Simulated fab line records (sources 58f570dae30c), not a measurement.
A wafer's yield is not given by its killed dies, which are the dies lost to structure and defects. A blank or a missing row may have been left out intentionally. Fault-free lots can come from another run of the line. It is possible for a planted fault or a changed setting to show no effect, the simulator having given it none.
Chamber matching ; flow berkeley_cmos170 ; UCB170_V2_CMP_02 on cmp-01: 4 sister chambers
The step polishes SiO2. 4 wafers are shown with their chamber, then 9 later ones without.

== EACH WAFER AND ITS CHAMBER ==
wafer;chamber;motor_current_A (A)
L779.1;0;14.7
L780.1;2;16.5
L780.2;3;15.4
L780.5;1;18.5

== WAFERS WHOSE CHAMBER IS MISSING ==
wafer;motor_current_A (A)
L785.4;14.3
L785.5;17.7
L785.6;18.9
L783.1;16.5
L783.3;16.3
L783.6;15.1
L786.1;14.8
L786.2;18.4
L786.6;14.5

== WHICH CHAMBER EACH ONE RAN IN ==
wafer;from the rows above;in truth
L785.4;can't be placed: 0 or 3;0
L785.5;can't be placed: 1 or 2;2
L785.6;1;1
L783.1;2;2
L783.3;can't be placed: 2 or 3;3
L783.6;can't be placed: 3 or 0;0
L786.1;can't be placed: 0 or 3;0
L786.2;1;1
L786.6;can't be placed: 0 or 3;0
3 of 9 placed correctly. These rows do not allow placing 6 (true chamber among the candidates in 6). Number placed wrongly: 0.
How it was worked out, from the rows above alone: a wafer's distance from a chamber is the root of the sum, over the readings, of the square of ((its reading less the chamber's mean) divided by the reading's scatter). The wafer belongs to the nearest chamber; if the next one is less than 2 further off, it can't be placed. A chamber's mean is the mean of its shown wafers. The scatter (one wafer shown for each chamber): square how far every hidden wafer sits from the nearest shown wafer, average those squares and take the square root.
